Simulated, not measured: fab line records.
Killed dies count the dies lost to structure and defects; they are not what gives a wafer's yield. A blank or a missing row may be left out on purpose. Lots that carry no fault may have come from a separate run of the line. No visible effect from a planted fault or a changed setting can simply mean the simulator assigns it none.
Comparing a struck lot with a sound one	flow rit cmos	15 out of 202 route steps
Sound: the wafers L299.1, L299.3, L299.5. Struck: wafers L309.3, L309.4, L309.6. Last of all comes the cause.
Order at every step that has rows: each side's tool, ch and its chambers, its first start. Under that, the readings that differ: sound wafers	struck wafers	difference of the means	sigmas: that difference in standard deviations of wafers without a fault.
alike: same words and numbers on both sides, and readings whose means sit less than 2 such deviations apart. not compared: any withheld reading, any reading some wafer has no value for, any bound like >300 that may hide the same value, and any number with overlapping values for which the record gives no deviation.
A row with sigmas, a row that says differs or no value, or rows on one side alone: a step with any of these is where the two part. Numbers that don't overlap but have no deviation are shown without sigmas and don't part them. A reading that every wafer of one side lacks parts them only if that side has two wafers or more.

first, 1 step without rows for these wafers: RIT_FOX2_OXIDATION_00 (target thk 350.7 nm, ox time 1130 s).
RIT_FOX2_THK_MEAS_01:
  struck on film metro-01, day 4 13:55; sound on film metro-03, day 2 11:47
  alike: FOX2_OXIDE_THK
then, 2 steps without rows for these wafers: RIT_FOX2_CLEAN_02 (cleans in dHF, time 180 s); RIT_FOX2_WET_ETCH_03 (etches Si3N4 in H3PO4, target depth 195 nm, time 2700 s).
RIT_FOX2_THK_MEAS_90:
  struck on film metro-03, day 4 15:50; sound on film metro-03, day 2 12:40
  alike: FIELD_OXIDE_LEFT_1_THK
then, 6 steps without rows for these wafers: RIT_NWELL_HMDS_00 (prime time 60 s); RIT_NWELL_COAT_01 (resist thk 1275 nm); RIT_NWELL_SOFTBAKE_02 (time 60 s); RIT_NWELL_EXPOSE_03 (exposes mask M2, target cd 43900 nm); RIT_NWELL_PEB_04; RIT_NWELL_DEVELOP_05 (develop time 68 s).
RIT_NWELL_OVL_MEAS_06:
  struck on overlay-01, day 4 16:46; sound on overlay-02, day 2 13:44
  alike: NWELL_OVL
RIT_NWELL_HARDBAKE_07: time 120 s.
  sound on litho track-03 ch 0, day 2 13:46; struck on litho track-01 ch 0, day 4 16:53
reading	sound	struck	difference	sigmas
heater power total W (W)	51.99 51.96 52.08	53.30 53.28 53.26	+1.27	+20
plate temp C (C)	140.04 140.01 139.98	142.55 142.58 142.86	+2.65	+18
after that, 1 step had no rows for these wafers: RIT_NWELL_IMPLANT_08.
RIT_M1_PROBE_99:
  struck on prober-02, day 6 06:32; sound on prober-02, day 4 05:20
reading	sound	struck	difference	sigmas
killed at contacts	0 2 0	0 0 0	-1	-2
  alike: killed at front end, killed dies, killed open, killed short

== WHERE THEY PART ==
Last at RIT_M1_PROBE_99 as far as this record goes, first at RIT_NWELL_HARDBAKE_07.

WHY: the cause the simulator had injected
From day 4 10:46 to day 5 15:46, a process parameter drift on litho track-01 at RIT_NWELL_HARDBAKE_07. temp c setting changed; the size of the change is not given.
